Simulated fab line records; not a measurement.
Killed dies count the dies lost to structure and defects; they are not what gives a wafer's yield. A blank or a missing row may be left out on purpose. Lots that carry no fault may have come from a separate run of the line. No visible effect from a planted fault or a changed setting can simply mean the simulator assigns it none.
fab line records | flow berkeley-cmos170 | part 2 of 2: steps 28 to 37 of 37
record: lots: 5 wafers: 15 last-day: 12
route steps=331 shown PWELL@51 WELLDRIVE@55 ACTIVE@60 PFIELD@79
lots with no fault: from the same line, run without faults
start-h: hours from the record's first day to the start of the lot's first wafer shown | wait-h: hours since the lot's step before | " same as the row above | L1.1+2: several wafers, shown together as one row | - no value, or no start was given | * or withheld: withheld | < > ~ a bound
route shown NAME@n: a module of which the file shows steps, and the number in the route of the first | usual: the fault-free wafers' mean and standard deviation | same: alike in all rows | chamber/n: place in a boat | sites: the reading at each site | _std_site: the values' standard deviation | _edge_site: outer sites' mean less inner sites' | radius-mm: for every site, how far away it sits from the centre of the wafer | mask NAME#n: copy n | behind: the most recent tool/chamber to have shaped the wafer | hold: what put the lot on hold/how long, in hours/how the hold closed | device: the n, p or np transistor that did not switch | end of line: the tests these same wafers got at the end of their route | a step with no rows: only its recipe | killed: count of dies lost to structure and defects at first sort (not the wafer's yield) | map: a wafer's dies, marking killed ones x, the rest . and places with no die _
set.NAME: setting as actually run; set.NAME@STEP: the setting as run at that earlier step | model.NAME: the simulator's own value behind a step, which no gauge read
lots at some steps of the route; a table a step, a row a wafer
services: the hour from which a tool's chamber was out of use, counted from the record's first day as start-h (under 0 if before that day), plus the number of hours and why
== steps ==
step: UCB170_ACTIVE_CLEAN_17
recipe: chemistry: SPM temp-c: 120 time-s: 600
columns lot.wafer tool chamber start-h wait-h
L074.2+4+6 wet-bench-02 2 75.46 0.3
L081.3+4+6 wet-bench-04 0 106.80 2.5
L084.1+2+3 wet-bench-02 3 128.37 0.1
L085.3+4+5 wet-bench-04 3 141.19 0.1
L096.3+4+6 wet-bench-03 0 197.39 0.9
step: UCB170_PFIELD_HMDS_00
recipe: prime-time-s: 60 prime-temp-c: 100
usual: resist-line-temp-C: 22.98/0.096
columns lot.wafer tool chamber start-h wait-h resist-line-temp-C
L074.2 litho-track-03 0 76.11 0.5 23.05
L074.4 " 0 " " 23.10
L074.6 " 0 " " 23.01
L081.3 litho-track-04 0 107.03 0.1 22.86
L081.4 " 0 " " 22.88
L081.6 " 0 " " 22.82
L084.1 litho-track-04 0 128.68 0.1 22.87
L084.2 " 0 " " 23.03
L084.3 " 0 " " 22.99
L085.3 litho-track-04 0 141.43 0.1 23.08
L085.4 " 0 " " 23.01
L085.5 " 0 " " 22.87
L096.3 litho-track-02 0 197.80 0.2 22.85
L096.4 " 0 " " 22.87
L096.6 " 0 " " 23.07
step: UCB170_PFIELD_COAT_01
recipe: resist: KrF spin-rpm: 1500 resist-thk-nm: 900
usual: resist-line-temp-C: 23.01/0.095
columns lot.wafer tool chamber start-h wait-h resist-line-temp-C
L074.2 litho-track-03 0 76.26 0.1 23.05
L074.4 " 0 " " 23.16
L074.6 " 0 " " 23.14
L081.3 litho-track-04 0 107.18 0.1 23.06
L081.4 " 0 " " 22.86
L081.6 " 0 " " 22.78
L084.1 litho-track-04 0 128.83 0.1 23.14
L084.2 " 0 " " 23.09
L084.3 " 0 " " 23.05
L085.3 litho-track-04 0 141.58 0.1 23.01
L085.4 " 0 " " 23.08
L085.5 " 0 " " 23.01
L096.3 litho-track-02 0 197.95 0.1 23.15
L096.4 " 0 " " 23.03
L096.6 " 0 " " 23.11
step: UCB170_PFIELD_SOFTBAKE_02
recipe: resist: KrF temp-c: 130 time-s: 60
usual: resist-line-temp-C: 23.01/0.099
columns lot.wafer tool chamber start-h wait-h resist-line-temp-C
L074.2 litho-track-03 0 76.41 0.1 23.10
L074.4 " 0 " " 23.16
L074.6 " 0 " " 22.97
L081.3 litho-track-04 0 107.33 0.1 22.92
L081.4 " 0 " " 22.97
L081.6 " 0 " " 22.94
L084.1 litho-track-04 0 128.98 0.1 23.11
L084.2 " 0 " " 22.93
L084.3 " 0 " " 23.13
L085.3 litho-track-04 0 141.73 0.1 23.03
L085.4 " 0 " " 22.97
L085.5 " 0 " " 23.03
L096.3 litho-track-02 0 198.10 0.1 23.08
L096.4 " 0 " " 22.96
L096.6 " 0 " " 22.89
step: UCB170_PFIELD_EXPOSE_03
recipe: mask-id: PFIELD na: 0.5 sigma-outer: 0.6 source-shape: conventional target-cd-nm: 1500 dose-mj: 30
usual: stage-vel-mm-s: 499.94/0.25
columns lot.wafer tool chamber start-h wait-h mask stage-vel-mm-s
L074.2 krf-scanner-01 0 76.55 0.1 PFIELD#0 499.52
L074.4 " 0 " " PFIELD#0 499.83
L074.6 " 0 " " PFIELD#0 499.61
L081.3 krf-scanner-01 0 107.58 0.2 PFIELD#0 499.95
L081.4 " 0 " " PFIELD#0 499.80
L081.6 " 0 " " PFIELD#0 499.97
L084.1 krf-scanner-02 0 129.13 0.1 PFIELD#0 499.85
L084.2 " 0 " " PFIELD#0 500.06
L084.3 " 0 " " PFIELD#0 499.82
L085.3 krf-scanner-01 0 141.99 0.2 PFIELD#0 499.62
L085.4 " 0 " " PFIELD#0 499.48
L085.5 " 0 " " PFIELD#0 499.66
L096.3 krf-scanner-01 0 198.36 0.2 PFIELD#0 499.85
L096.4 " 0 " " PFIELD#0 499.89
L096.6 " 0 " " PFIELD#0 499.97
step: UCB170_PFIELD_PEB_04
recipe: peb-temp-c: 130 peb-time-s: withheld resist: KrF
usual: resist-line-temp-C: 22.97/0.11
columns lot.wafer tool chamber start-h wait-h resist-line-temp-C
L074.2 litho-track-03 0 77.28 0.7 22.92
L074.4 " 0 " " 22.98
L074.6 " 0 " " 23.01
L081.3 litho-track-03 0 107.82 0.2 23.00
L081.4 " 0 " " 22.96
L081.6 " 0 " " 23.02
L084.1 litho-track-03 0 129.37 0.2 22.94
L084.2 " 0 " " 22.93
L084.3 " 0 " " 22.99
L085.3 litho-track-03 0 142.56 0.5 22.95
L085.4 " 0 " " 22.99
L085.5 " 0 " " 22.91
L096.3 litho-track-02 0 199.15 0.8 22.92
L096.4 " 0 " " 23.05
L096.6 " 0 " " 22.99
step: UCB170_PFIELD_DEVELOP_05
recipe: developer: TMAH develop-time-s: 45 resist: KrF dev-temp-c: 21
usual: resist-line-temp-C: 23.00/0.11
columns lot.wafer tool chamber start-h wait-h resist-line-temp-C
L074.2 litho-track-03 0 - - 22.91
L074.4 " 0 " " 23.00
L074.6 " 0 " " 22.82
L081.3 litho-track-03 0 - - 23.06
L081.4 " 0 " " 23.09
L081.6 " 0 " " 23.13
L084.1 litho-track-03 0 - - 23.13
L084.2 " 0 " " 22.99
L084.3 " 0 " " 23.20
L085.3 litho-track-03 0 - - 22.99
L085.4 " 0 " " 23.07
L085.5 " 0 " " 23.14
L096.3 litho-track-02 0 - - 22.90
L096.4 " 0 " " 22.90
L096.6 " 0 " " 22.91
step: UCB170_PFIELD_OVL_MEAS_06
usual: PFIELD_OVL: 3/4.4
columns lot.wafer tool chamber start-h wait-h PFIELD_OVL[nm]
L074.2 overlay-01 - 77.54 - 3
L074.4 " - " " 5
L074.6 " - " " 5
L081.3 overlay-01 - 108.06 - -7
L081.4 " - " " 3
L081.6 " - " " -2
L084.1 overlay-01 - 129.64 - 4
L084.2 " - " " 10
L084.3 " - " " 3
L085.3 overlay-02 - 142.79 - 5
L085.4 " - " " 5
L085.5 " - " " 8
L096.3 overlay-02 - 199.38 - 8
L096.4 " - " " 10
L096.6 " - " " 9
step: UCB170_PFIELD_IMPLANT_07
recipe: species: B dose-cm2: 2e+13 energy-kev: 80 tilt-deg: 7
usual: dose-ions-cm2: 1.9995e+13/2.5e+10 tilt-deg: 7.001/0.022
same: implant-ion-amu: 11
columns lot.wafer tool chamber start-h wait-h dose-ions-cm2 tilt-deg
L074.2 implanter-04 0 77.59 0.0 1.995e+13 7.010
L074.4 " 0 " " 1.9982e+13 7.022
L074.6 " 0 " " 1.9991e+13 7.000
L081.3 implanter-01 0 108.13 0.1 2.0006e+13 7.023
L081.4 " 0 " " 2.0013e+13 7.014
L081.6 " 0 " " 1.9988e+13 7.011
L084.1 implanter-04 0 129.68 0.0 2.0061e+13 7.033
L084.2 " 0 " " 2.004e+13 7.019
L084.3 " 0 " " 2.0033e+13 7.051
L085.3 implanter-01 0 142.87 0.1 1.9994e+13 7.013
L085.4 " 0 " " 1.9999e+13 6.993
L085.5 " 0 " " 1.9978e+13 6.991
L096.3 implanter-01 0 199.46 0.1 2.0016e+13 7.011
L096.4 " 0 " " 1.998e+13 7.032
L096.6 " 0 " " 2.0003e+13 7.035
step: UCB170_PFIELD_STRIP_08
recipe: chemistry: O2 power-w: 400 pressure-mtorr: 3500 platen-temp-c: withheld o2-flow-sccm: 400 overash-fraction: 0.5
usual: drypump-motor-current-A: 5.6/0.5 oes-product-au: 0.734/0.0046 strip-time-to-endpoint-s: 21.63/0.059
columns lot.wafer tool chamber start-h wait-h drypump-motor-current-A oes-product-au rf-hours-counter-h strip-time-to-endpoint-s
L074.2 plasma-asher-04 0 77.72 0.1 5.3 0.736 37 21.69
L074.4 " 1 " " 6.3 0.732 - 21.66
L074.6 " 1 " " 6.2 0.733 - 21.66
L081.3 plasma-asher-04 1 108.26 0.1 6.2 0.737 - 21.56
L081.4 " 0 " " 5.3 0.734 - 21.68
L081.6 " 0 " " 5.3 0.737 - 21.58
L084.1 plasma-asher-03 0 129.83 0.1 5.7 0.729 41 21.64
L084.2 " 1 " " 5.2 0.732 41 21.67
L084.3 " 0 " " 5.7 0.733 - 21.59
L085.3 plasma-asher-03 1 143.00 0.1 5.2 0.735 - 21.62
L085.4 " 0 " " 5.7 0.734 - 21.66
L085.5 " 1 " " 5.2 0.736 - 21.59
L096.3 plasma-asher-02 0 199.59 0.1 6.2 0.724 - 21.56
L096.4 " 1 " " 4.8 0.736 - 21.56
L096.6 " 0 " " 6.2 0.737 - 21.58
== services ==
columns tool chamber start-h hours kind
krf-scanner-01 - 27.13 0.8 repair
wet-bench-03 - 28.91 1.1 repair
krf-scanner-01 - 29.96 1.3 pm
lpcvd-01 - 33.08 1.2 repair
wet-bench-04 - 35.10 6.2 repair
krf-scanner-01 - 38.94 0.3 repair
krf-scanner-01 - 42.44 0.8 pm
rie-diel-01 - 45.13 0.4 repair
implanter-01 - 45.85 1.0 repair
rie-diel-03 1 48.30 4.3 repair
krf-scanner-01 - 58.91 1.0 pm
implanter-01 - 68.72 8.0 pm
krf-scanner-02 - 99.44 1.0 pm
krf-scanner-02 - 106.11 0.2 repair
krf-scanner-02 - 121.58 0.8 pm
furnace-02 - 123.16 3.4 pm
furnace-01 - 134.56 3.4 pm
implanter-01 - 137.28 5.1 repair
plasma-asher-03 - 156.02 8.5 repair
furnace-04 - 159.33 3.6 pm
furnace-04 - 170.88 2.7 pm
krf-scanner-01 - 171.97 2.3 repair
furnace-04 - 173.57 3.4 pm
krf-scanner-02 - 189.88 1.3 pm
